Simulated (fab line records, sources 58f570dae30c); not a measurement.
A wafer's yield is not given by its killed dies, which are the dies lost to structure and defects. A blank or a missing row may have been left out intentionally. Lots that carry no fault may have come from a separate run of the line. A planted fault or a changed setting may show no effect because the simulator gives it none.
fab line records + flow berkeley-cmos170
[record]
- lots = 13
- wafers = 39
- last-day = 12
route steps=331 shown PWELL@47 ACTIVE@73 FIELD@96 NVT@107
lots with no fault: from the same line, run without faults
start-h: hours from the record's first day to the start of the lot's first wafer shown + wait-h: hours from the lot's prior step to this one + " the same as in the row above + L1.1+2: one row covering several wafers at once + - either no value or no given start + * or withheld: withheld + < > ~ a bound
route shown NAME@n: NAME is a module with steps in the file, n the number in the route of the first one + usual: the fault-free wafers' mean and standard deviation + same: alike in all rows + chamber/n: place in a boat + sites: the reading at each site + _std_site: standard deviation across them + _edge_site: inner sites' mean taken away from outer sites' mean + radius-mm: for every site, how far away it sits from the centre of the wafer + mask NAME#n: copy n + behind: the most recent tool/chamber to have shaped the wafer + hold: reason for holding the lot/hours on hold/outcome of the hold + device: the transistor (n, p or np) that didn't switch + end of line: the same wafers' tests at the end of the route + for a step that has no rows: nothing shown but its recipe + killed: dies lost to structure and defects at the first sort, not the wafer's yield + map: dies across one wafer; x = killed, . = not, _ = none there
set.NAME: the setting the step ran with; set.NAME@STEP: the setting that earlier step ran with + model.NAME: the simulator's own value behind a step, which no gauge read
the route's steps for a sample of lots (tables are steps, rows are wafers)
services: when a tool's chamber went out of use (start-h, in hours from the record's first day, below 0 if earlier), for how many hours, and the reason
[[steps]]
[step UCB170_PWELL_OVL_MEAS_13]
[usual]
- PWELL_OVL = 1/5.6
| lot.wafer | tool       | chamber | start-h | wait-h | PWELL_OVL[nm] |
|-----------|------------|---------|---------|--------|---------------|
| L543.2    | overlay-02 | -       | 56.72   | -      | 9             |
| L543.4    | "          | -       | "       | "      | 1             |
| L543.6    | "          | -       | "       | "      | 5             |
| L545.1    | overlay-01 | -       | 64.26   | -      | 3             |
| L545.2    | "          | -       | "       | "      | -4            |
| L545.6    | "          | -       | "       | "      | 5             |
| L546.1    | overlay-02 | -       | 64.32   | -      | -1            |
| L546.4    | "          | -       | "       | "      | 3             |
| L546.5    | "          | -       | "       | "      | -3            |
| L547.1    | overlay-02 | -       | 64.99   | -      | -2            |
| L547.4    | "          | -       | "       | "      | 1             |
| L547.5    | "          | -       | "       | "      | -7            |
| L549.2    | overlay-01 | -       | 78.38   | -      | -4            |
| L549.3    | "          | -       | "       | "      | -6            |
| L549.4    | "          | -       | "       | "      | -6            |
| L550.2    | overlay-02 | -       | 84.40   | -      | 2             |
| L550.3    | "          | -       | "       | "      | 9             |
| L550.6    | "          | -       | "       | "      | 2             |
| L551.2    | overlay-02 | -       | 91.06   | -      | 7             |
| L551.3    | "          | -       | "       | "      | 5             |
| L551.6    | "          | -       | "       | "      | 11            |
| L552.1    | overlay-01 | -       | 91.59   | -      | 9             |
| L552.2    | "          | -       | "       | "      | 6             |
| L552.4    | "          | -       | "       | "      | 7             |
| L556.4    | overlay-02 | -       | 121.10  | -      | 0             |
| L556.5    | "          | -       | "       | "      | -1            |
| L556.6    | "          | -       | "       | "      | -3            |
| L558.1    | overlay-02 | -       | 127.30  | -      | 14            |
| L558.3    | "          | -       | "       | "      | -1            |
| L558.6    | "          | -       | "       | "      | 13            |
| L560.1    | overlay-01 | -       | 135.66  | -      | -5            |
| L560.4    | "          | -       | "       | "      | -5            |
| L560.5    | "          | -       | "       | "      | -7            |
| L562.1    | overlay-01 | -       | 152.37  | -      | -13           |
| L562.3    | "          | -       | "       | "      | -13           |
| L562.6    | "          | -       | "       | "      | -11           |
| L566.1    | overlay-01 | -       | 176.79  | -      | 0             |
| L566.5    | "          | -       | "       | "      | -3            |
| L566.6    | "          | -       | "       | "      | 0             |
[step UCB170_ACTIVE_CD_MEAS_13]
[recipe]
- target-cd-nm = 1200
[usual]
- cd-nm = 1200.3/1.3
| lot.wafer | tool      | chamber | start-h | wait-h | cd-nm  |
|-----------|-----------|---------|---------|--------|--------|
| L543.2    | cd-sem-02 | -       | 84.49   | -      | 1203.3 |
| L543.4    | "         | -       | "       | "      | 1203.0 |
| L543.6    | "         | -       | "       | "      | 1203.6 |
| L545.1    | cd-sem-01 | -       | 95.45   | -      | 1198.9 |
| L545.2    | "         | -       | "       | "      | 1198.8 |
| L545.6    | "         | -       | "       | "      | 1199.3 |
| L546.1    | cd-sem-01 | -       | 95.72   | -      | 1198.8 |
| L546.4    | "         | -       | "       | "      | 1199.7 |
| L546.5    | "         | -       | "       | "      | 1198.2 |
| L547.1    | cd-sem-01 | -       | 95.93   | -      | 1200.4 |
| L547.4    | "         | -       | "       | "      | 1200.7 |
| L547.5    | "         | -       | "       | "      | 1201.0 |
| L550.2    | cd-sem-01 | -       | 112.64  | -      | 1200.7 |
| L550.3    | "         | -       | "       | "      | 1199.2 |
| L550.6    | "         | -       | "       | "      | 1199.8 |
| L549.2    | cd-sem-02 | -       | 113.10  | -      | 1201.4 |
| L549.3    | "         | -       | "       | "      | 1201.5 |
| L549.4    | "         | -       | "       | "      | 1202.7 |
| L551.2    | cd-sem-01 | -       | 117.96  | -      | 1199.4 |
| L551.3    | "         | -       | "       | "      | 1199.0 |
| L551.6    | "         | -       | "       | "      | 1199.7 |
| L552.1    | cd-sem-01 | -       | 118.15  | -      | 1200.5 |
| L552.2    | "         | -       | "       | "      | 1200.5 |
| L552.4    | "         | -       | "       | "      | 1200.1 |
| L558.1    | cd-sem-02 | -       | 156.39  | -      | 1198.5 |
| L558.3    | "         | -       | "       | "      | 1197.3 |
| L558.6    | "         | -       | "       | "      | 1197.4 |
| L556.4    | cd-sem-02 | -       | 156.69  | -      | 1200.8 |
| L556.5    | "         | -       | "       | "      | 1202.3 |
| L556.6    | "         | -       | "       | "      | 1203.1 |
| L560.1    | cd-sem-01 | -       | 159.39  | -      | 1198.8 |
| L560.4    | "         | -       | "       | "      | 1199.3 |
| L560.5    | "         | -       | "       | "      | 1198.6 |
| L562.1    | cd-sem-02 | -       | 176.98  | -      | 1200.3 |
| L562.3    | "         | -       | "       | "      | 1199.4 |
| L562.6    | "         | -       | "       | "      | 1200.8 |
| L566.1    | cd-sem-02 | -       | 203.25  | -      | 1199.8 |
| L566.5    | "         | -       | "       | "      | 1200.2 |
| L566.6    | "         | -       | "       | "      | 1201.0 |
[step UCB170_FIELD_THK_MEAS_90]
[recipe]
- reads = SiO2_of_FIELD_OXIDATION_01
[usual]
- FIELD_OXIDE_LEFT_1_THK = 436/8.2
| lot.wafer | tool          | chamber | start-h | wait-h | FIELD_OXIDE_LEFT_1_THK[nm] |
|-----------|---------------|---------|---------|--------|----------------------------|
| L543.2    | film-metro-01 | -       | 102.23  | 0.0    | 435                        |
| L543.4    | "             | -       | "       | "      | 440                        |
| L543.6    | "             | -       | "       | "      | 445                        |
| L546.1    | film-metro-02 | -       | 113.29  | 0.0    | 435                        |
| L546.4    | "             | -       | "       | "      | 431                        |
| L546.5    | "             | -       | "       | "      | 430                        |
| L547.1    | film-metro-01 | -       | 113.29  | 0.0    | 431                        |
| L547.4    | "             | -       | "       | "      | 442                        |
| L547.5    | "             | -       | "       | "      | 439                        |
| L545.1    | film-metro-04 | -       | 113.35  | 0.1    | 442                        |
| L545.2    | "             | -       | "       | "      | 434                        |
| L545.6    | "             | -       | "       | "      | 440                        |
| L552.1    | film-metro-01 | -       | 133.46  | 0.0    | 430                        |
| L552.2    | "             | -       | "       | "      | 438                        |
| L552.4    | "             | -       | "       | "      | 434                        |
| L549.2    | film-metro-04 | -       | 133.47  | 0.0    | 427                        |
| L549.3    | "             | -       | "       | "      | 437                        |
| L549.4    | "             | -       | "       | "      | 430                        |
| L550.2    | film-metro-02 | -       | 133.47  | 0.0    | 433                        |
| L550.3    | "             | -       | "       | "      | 431                        |
| L550.6    | "             | -       | "       | "      | 441                        |
| L551.2    | film-metro-02 | -       | 133.53  | 0.1    | 454                        |
| L551.3    | "             | -       | "       | "      | 453                        |
| L551.6    | "             | -       | "       | "      | 443                        |
| L558.1    | film-metro-01 | -       | 175.55  | 0.0    | 431                        |
| L558.3    | "             | -       | "       | "      | 442                        |
| L558.6    | "             | -       | "       | "      | 438                        |
| L556.4    | film-metro-02 | -       | 175.58  | 0.0    | 429                        |
| L556.5    | "             | -       | "       | "      | 439                        |
| L556.6    | "             | -       | "       | "      | 430                        |
| L560.1    | film-metro-01 | -       | 175.61  | 0.1    | 442                        |
| L560.4    | "             | -       | "       | "      | 444                        |
| L560.5    | "             | -       | "       | "      | 445                        |
| L562.1    | film-metro-02 | -       | 192.64  | 0.0    | 441                        |
| L562.3    | "             | -       | "       | "      | 433                        |
| L562.6    | "             | -       | "       | "      | 434                        |
| L566.1    | film-metro-04 | -       | 221.14  | 0.0    | 447                        |
| L566.5    | "             | -       | "       | "      | 442                        |
| L566.6    | "             | -       | "       | "      | 456                        |
[step UCB170_NVT_EXPOSE_03]
[recipe]
- mask-id = PWELL
- target-cd-nm = 3000
- na = 0.5
- sigma-outer = 0.6
- source-shape = conventional
- dose-mj = 30
| lot.wafer  | tool           | chamber | start-h | wait-h | mask    |
|------------|----------------|---------|---------|--------|---------|
| L543.2+4+6 | krf-scanner-01 | 0       | 118.02  | 0.2    | PWELL#0 |
| L546.1+4+5 | krf-scanner-01 | 0       | 131.33  | 0.3    | PWELL#0 |
| L547.1+4+5 | krf-scanner-02 | 0       | 131.57  | 0.5    | PWELL#0 |
| L545.1+2+6 | krf-scanner-01 | 0       | 131.93  | 0.4    | PWELL#0 |
| L552.1+2+4 | krf-scanner-02 | 0       | 150.32  | 0.2    | PWELL#0 |
| L549.2+3+4 | krf-scanner-02 | 0       | 150.46  | 0.3    | PWELL#0 |
| L550.2+3+6 | krf-scanner-01 | 0       | 150.70  | 0.3    | PWELL#0 |
| L551.2+3+6 | krf-scanner-02 | 0       | 150.94  | 0.4    | PWELL#0 |
| L556.4+5+6 | krf-scanner-02 | 0       | 190.92  | 0.2    | PWELL#0 |
| L558.1+3+6 | krf-scanner-02 | 0       | 191.09  | 0.4    | PWELL#0 |
| L560.1+4+5 | krf-scanner-01 | 0       | 191.34  | 0.3    | NWELL#0 |
| L562.1+3+6 | krf-scanner-02 | 0       | 209.00  | 0.2    | PWELL#0 |
| L566.1+5+6 | krf-scanner-01 | 0       | 233.92  | 0.1    | PWELL#0 |
[step UCB170_NVT_OVL_MEAS_06]
[usual]
- NVT_OVL = 1/4.8
| lot.wafer | tool       | chamber | start-h | wait-h | NVT_OVL[nm] |
|-----------|------------|---------|---------|--------|-------------|
| L543.2    | overlay-02 | -       | 118.66  | -      | 9           |
| L543.4    | "          | -       | "       | "      | 11          |
| L543.6    | "          | -       | "       | "      | 5           |
| L546.1    | overlay-01 | -       | 131.91  | -      | 2           |
| L546.4    | "          | -       | "       | "      | -1          |
| L546.5    | "          | -       | "       | "      | 4           |
| L547.1    | overlay-02 | -       | 131.96  | -      | 4           |
| L547.4    | "          | -       | "       | "      | 11          |
| L547.5    | "          | -       | "       | "      | -1          |
| L545.1    | overlay-02 | -       | 132.32  | -      | 7           |
| L545.2    | "          | -       | "       | "      | 10          |
| L545.6    | "          | -       | "       | "      | 2           |
| L552.1    | overlay-02 | -       | 151.37  | -      | -1          |
| L552.2    | "          | -       | "       | "      | 4           |
| L552.4    | "          | -       | "       | "      | -5          |
| L549.2    | overlay-02 | -       | 151.66  | -      | -6          |
| L549.3    | "          | -       | "       | "      | -1          |
| L549.4    | "          | -       | "       | "      | -3          |
| L550.2    | overlay-01 | -       | 151.93  | -      | 2           |
| L550.3    | "          | -       | "       | "      | 1           |
| L550.6    | "          | -       | "       | "      | -2          |
| L551.2    | overlay-02 | -       | 151.93  | -      | 5           |
| L551.3    | "          | -       | "       | "      | 2           |
| L551.6    | "          | -       | "       | "      | 5           |
| L556.4    | overlay-02 | -       | 191.33  | -      | 1           |
| L556.5    | "          | -       | "       | "      | 8           |
| L556.6    | "          | -       | "       | "      | 3           |
| L558.1    | overlay-02 | -       | 191.55  | -      | -3          |
| L558.3    | "          | -       | "       | "      | 2           |
| L558.6    | "          | -       | "       | "      | 1           |
| L560.1    | overlay-01 | -       | 191.74  | -      | -           |
| L560.4    | "          | -       | "       | "      | -           |
| L560.5    | "          | -       | "       | "      | -           |
| L562.1    | overlay-01 | -       | 209.72  | -      | -3          |
| L562.3    | "          | -       | "       | "      | -12         |
| L562.6    | "          | -       | "       | "      | -4          |
| L566.1    | overlay-02 | -       | 234.47  | -      | -6          |
| L566.5    | "          | -       | "       | "      | -7          |
| L566.6    | "          | -       | "       | "      | -1          |
[step UCB170_NVT_TW_MEAS_09]
[usual]
- NVT_TW = 525.8/2.6
| lot.wafer | tool          | chamber | start-h | wait-h | NVT_TW |
|-----------|---------------|---------|---------|--------|--------|
| L543.2    | film-metro-01 | -       | 118.95  | 0.1    | 524.1  |
| L543.4    | "             | -       | "       | "      | 522.2  |
| L543.6    | "             | -       | "       | "      | 523.0  |
| L546.1    | film-metro-01 | -       | 132.19  | 0.1    | 526.5  |
| L546.4    | "             | -       | "       | "      | 525.3  |
| L546.5    | "             | -       | "       | "      | 526.2  |
| L547.1    | film-metro-01 | -       | 132.25  | 0.1    | 524.1  |
| L547.4    | "             | -       | "       | "      | 524.1  |
| L547.5    | "             | -       | "       | "      | 527.1  |
| L545.1    | film-metro-01 | -       | 132.60  | 0.1    | 524.5  |
| L545.2    | "             | -       | "       | "      | 524.1  |
| L545.6    | "             | -       | "       | "      | 527.4  |
| L552.1    | film-metro-01 | -       | 151.66  | 0.1    | 523.8  |
| L552.2    | "             | -       | "       | "      | 524.3  |
| L552.4    | "             | -       | "       | "      | 523.1  |
| L549.2    | film-metro-01 | -       | 151.95  | 0.1    | 524.9  |
| L549.3    | "             | -       | "       | "      | 525.9  |
| L549.4    | "             | -       | "       | "      | 527.3  |
| L550.2    | film-metro-01 | -       | 152.22  | 0.1    | 524.8  |
| L550.3    | "             | -       | "       | "      | 521.9  |
| L550.6    | "             | -       | "       | "      | 525.8  |
| L551.2    | film-metro-03 | -       | 152.22  | 0.1    | 517.9  |
| L551.3    | "             | -       | "       | "      | 520.8  |
| L551.6    | "             | -       | "       | "      | 521.7  |
| L556.4    | film-metro-03 | -       | 191.63  | 0.1    | 524.3  |
| L556.5    | "             | -       | "       | "      | 520.2  |
| L556.6    | "             | -       | "       | "      | 523.3  |
| L558.1    | film-metro-01 | -       | 191.84  | 0.1    | 524.4  |
| L558.3    | "             | -       | "       | "      | 529.1  |
| L558.6    | "             | -       | "       | "      | 527.9  |
| L560.1    | film-metro-02 | -       | 192.02  | 0.1    | 30.4   |
| L560.4    | "             | -       | "       | "      | 30.3   |
| L560.5    | "             | -       | "       | "      | 30.2   |
| L562.1    | film-metro-01 | -       | 210.03  | 0.1    | 526.9  |
| L562.3    | "             | -       | "       | "      | 527.6  |
| L562.6    | "             | -       | "       | "      | 527.1  |
| L566.1    | film-metro-02 | -       | 234.75  | 0.1    | 529.0  |
| L566.5    | "             | -       | "       | "      | 532.5  |
| L566.6    | "             | -       | "       | "      | 529.5  |
[[services]]
| tool           | chamber | start-h | hours | kind   |
|----------------|---------|---------|-------|--------|
| krf-scanner-02 | -       | 105.37  | 1.0   | pm     |
| krf-scanner-01 | -       | 111.10  | 1.0   | pm     |
| krf-scanner-02 | -       | 115.77  | 3.6   | pm     |
| krf-scanner-01 | -       | 126.02  | 1.3   | pm     |
| krf-scanner-02 | -       | 162.65  | 0.8   | pm     |
| krf-scanner-02 | -       | 188.80  | 0.8   | repair |
| krf-scanner-01 | -       | 202.06  | 0.8   | pm     |
| krf-scanner-02 | -       | 232.76  | 1.5   | pm     |
[[key]]
[first-sign]
- step = UCB170_NVT_EXPOSE_03
- reading = mask
- direction = changed
[effect]
- step = UCB170_NVT_OVL_MEAS_06
- reading = NVT_OVL
- direction = missing
[effect]
- step = UCB170_NVT_TW_MEAS_09
- reading = NVT_TW
- direction = down
- sigmas = 99+
- usual = 525.8
- struck = 30.3
met-at UCB170_NVT_EXPOSE_03
struck-lots L560
sort-left-out L560.1,L560.4,L560.5
tester-left-out L560
not-acting-at UCB170_PWELL_OVL_MEAS_13,UCB170_ACTIVE_CD_MEAS_13,UCB170_FIELD_THK_MEAS_90
onset-between 150.70 191.34
[fault]
- kind = wrong-mask
- tool = any
- chamber = -
- onset-h = 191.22
- steps = UCB170_NVT_EXPOSE_03
- aux-copy = NWELL#0
- scope = struck-lots-only
// tester-left-out: of these lots the tester's yield and bins aren't shown, on N5 and GAA mostly nor the transistor test; their killed dies are dies lost to structure and defects alone, not to doping, threshold or leakage, so they don't give the yield
// sort-left-out: the simulated sort isn't trusted on such a fault, so these wafers' sort isn't shown, and their yield isn't known
